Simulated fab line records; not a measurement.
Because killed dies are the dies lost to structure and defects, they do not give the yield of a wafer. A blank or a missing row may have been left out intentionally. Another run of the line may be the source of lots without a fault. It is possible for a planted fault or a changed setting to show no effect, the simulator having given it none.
A struck lot beside a sound one ; flow berkeley-cmos170 ; 24 out of 331 route steps
Sound: the wafers L393.1, L393.2, L393.5. Struck: wafers L413.1, L413.2, L413.6. The cause is named last.
Each step with rows lists, per side, the tool, then ch with its chambers, then its first start. Under that, the readings that differ: sound wafers ; struck wafers ; difference of the means ; sigmas: that difference in standard deviations of wafers without a fault.
alike: same words and numbers on both sides, and readings whose means sit less than 2 such deviations apart. not compared: any withheld reading, any reading some wafer has no value for, any bound like >300 that may hide the same value, and any number with overlapping values for which the record gives no deviation.
The two part at a step that has a row with sigmas, a row that says differs or no value, or rows on one side only. When numbers do not overlap yet have no deviation, they are printed without sigmas and do not part them. A reading that every wafer of one side lacks parts them only if that side has two wafers or more.

first, 6 steps without rows for these wafers: UCB170_ZERO_HMDS_00 (prime time 60 s); UCB170_ZERO_COAT_01 (resist thk 900 nm); UCB170_ZERO_SOFTBAKE_02 (time 60 s); UCB170_ZERO_EXPOSE_03 (exposes mask PM MARKS, target cd 4000 nm); UCB170_ZERO_PEB_04; UCB170_ZERO_DEVELOP_05 (develop time 45 s).
UCB170_ZERO_ETCH_06: etches SiO2 in CHF3/CF4/Ar, time 12 s.
  sound on rie-diel-03 ch 0,1,2, day 1 18:18; struck on rie-diel-03 ch 0,1,3, day 5 23:13
  alike: cf4-flow-sccm, drypump-motor-current-A, mfc-ar-sccm, oes-product-au, throttle-valve-pct
  not compared: rf-hours-counter-h
UCB170_ZERO_STRIP_07: strips in O2.
  sound on plasma-asher-02 ch 0,1, day 1 18:19; struck on plasma-asher-02 ch 0,1, day 5 23:14
  alike: drypump-motor-current-A, oes-product-au, strip-time-to-endpoint-s
  not compared: rf-hours-counter-h
then, 2 steps without rows for these wafers: UCB170_NWELL_WET_ETCH_00 (etches SiO2 in dHF, time 200 s); UCB170_NWELL_OXIDATION_01 (target thk 26.4 nm, ox time 1260 s).
UCB170_NWELL_THK_MEAS_02:
  sound: film-metro-03 at day 1 22:07; struck: film-metro-02 at day 6 04:39
  alike: NWELL_OXIDE_THK
then, 1 step without rows for these wafers: UCB170_NWELL_ANNEAL_03 (time 900 s).
UCB170_NWELL_CVD_04: deposits Si3N4 from SiH2Cl2/NH3, target thk 224 nm, time 3360 s.
  sound on lpcvd-02 ch 1, day 2 05:42; struck on lpcvd-01 ch 1, day 6 07:34
reading;sound;struck;difference;sigmas
zone-power-source-pct (%);18.1 18.1 18.0;23.9 24.0 24.1;+5.9;+3
  alike: pressure-mtorr, spike-tc-load-C
UCB170_NWELL_THK_MEAS_05:
  sound: film-metro-03 at day 2 07:38; struck: film-metro-04 at day 6 10:28
reading;sound;struck;difference;sigmas
NWELL_NITRIDE_THK (nm);219.9 220.3 221.1;202.0 202.8 203.6;-17.6;-8
then, 6 steps without rows for these wafers: UCB170_NWELL_HMDS_06 (prime time 60 s); UCB170_NWELL_COAT_07 (resist thk 900 nm); UCB170_NWELL_SOFTBAKE_08 (time 60 s); UCB170_NWELL_EXPOSE_09 (exposes mask NWELL, target cd 3000 nm); UCB170_NWELL_PEB_10; UCB170_NWELL_DEVELOP_11 (develop time 45 s).
UCB170_NWELL_OVL_MEAS_12:
  sound: overlay-01 at day 2 08:40; struck: overlay-01 at day 6 12:04
  alike: NWELL_OVL
UCB170_NWELL_ETCH_13: etches Si3N4 in CH3F/Ar/O2, stops on SiO2, target depth 246.4 nm, time 154 s.
  sound on rie-diel-01 ch 0,2,3, day 2 08:42; struck on rie-diel-03 ch 0,1,2, day 6 12:07
reading;sound;struck;difference;sigmas
oes-product-au (a.u.);0.927 0.931 0.946;0.884 0.895 0.913;-0.037;-2
  alike: drypump-motor-current-A, mfc-ar-sccm, throttle-valve-pct
  not compared: rf-hours-counter-h
next, for these wafers, 1 step has no rows: UCB170_NWELL_IMPLANT_14.
UCB170_M3_PROBE_99:
  sound wafers here have rows in the record (prober-01, day 7 21:33); struck ones have none

WHERE THEY PART
At UCB170_NWELL_CVD_04 first; at UCB170_M3_PROBE_99 last (within this record only).

WHY: what the simulator had put in
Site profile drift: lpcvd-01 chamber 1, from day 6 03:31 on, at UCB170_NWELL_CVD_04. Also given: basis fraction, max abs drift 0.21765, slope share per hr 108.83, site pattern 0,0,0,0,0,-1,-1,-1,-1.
